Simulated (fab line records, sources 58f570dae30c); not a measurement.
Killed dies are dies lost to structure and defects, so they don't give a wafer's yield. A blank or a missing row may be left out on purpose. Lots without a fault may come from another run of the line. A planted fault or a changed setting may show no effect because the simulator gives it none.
One fault seen from 2 desks | flow berkeley_cmos170 | each desk has only its own numbers; what lay behind them comes last

THE TOOL OWNER'S DESK: rie_diel-01
The tool's own readings at UCB170_CONTACT_ETCH_17 (etches BARC in N2/H2): means of the sampled wafers that have a number, for each lot that ran on this tool. A lot is out of limits, marked OUT, if its mean lies more than 4 standard deviations from the usual mean; the brackets give that distance.
Columns: A = bias_w at UCB170_CONTACT_ETCH_17, usual 99.97 W; B = drypump_motor_current_A at UCB170_CONTACT_ETCH_17, usual 6.0 A; C = n2_flow_sccm at UCB170_CONTACT_ETCH_17, usual 100.01 sccm; D = oes_product_au at UCB170_CONTACT_ETCH_17, usual 0.998 a.u.; E = throttle_valve_pct at UCB170_CONTACT_ETCH_17, usual 13.23 %
lot  | first seen here | A      | B   | C      | D     | E
L207 | day 7 04:34     | 100.09 | 6.2 | 99.78  | 1.007 | 13.18
L210 | day 7 18:55     | 99.96  | 6.4 | 100.31 | 1.002 | 13.39
L211 | day 7 22:17     | 100.07 | 6.2 | 100.04 | 1.009 | 13.19
L216 | day 8 20:49     | 99.81  | 6.3 | 99.73  | 1.043 | 13.19
L228 | day 11 15:15    | 100.00 | 6.6 | 100.17 | 1.027 | 13.19
This desk's finding: nothing out of limits on any of the 5 lots.

THE METROLOGY DESK
What the gauges read, lot by lot, whatever tool the lot ran on: means of the sampled wafers that have a number. A lot is out of limits, marked OUT, if its mean lies more than 4 standard deviations from the usual mean; the brackets give that distance.
Columns: A = CONTACT_PSG_THK at UCB170_CONTACT_THK_MEAS_02, usual 698 nm; B = cd_nm at UCB170_CONTACT_CD_MEAS_15, usual 700.3 nm; C = M1_AL_THK at UCB170_M1_THK_MEAS_02, usual 592 nm
lot  | first seen here | A   | B     | C
L206 | day 6 19:46     | 684 | 701.0 | 605
L207 | day 7 02:29     | 698 | 701.3 | 600
L210 | day 7 16:49     | 710 | 699.4 | 594
L211 | day 7 18:34     | 696 | 699.9 | 587
L212 | day 8 10:18     | 691 | 700.0 | 590
L216 | day 8 18:51     | 710 | 701.1 | 599
L222 | day 10 00:02    | 694 | 700.1 | 595
L224 | day 10 08:31    | 698 | 700.7 | 590
L223 | day 10 09:04    | 697 | 698.7 | 600
L225 | day 10 21:52    | 697 | 700.9 | 595
L227 | day 10 23:10    | 694 | 700.7 | 586
L229 | day 11 13:17    | 689 | 699.6 | 597
L228 | day 11 13:18    | 696 | 699.5 | 597
This desk's finding: nothing out of limits on any of the 13 lots.

PUT TOGETHER
The tool owner's desk saw nothing out of limits.
The metrology desk saw nothing out of limits.

WHAT THE SIMULATOR HAD PUT IN
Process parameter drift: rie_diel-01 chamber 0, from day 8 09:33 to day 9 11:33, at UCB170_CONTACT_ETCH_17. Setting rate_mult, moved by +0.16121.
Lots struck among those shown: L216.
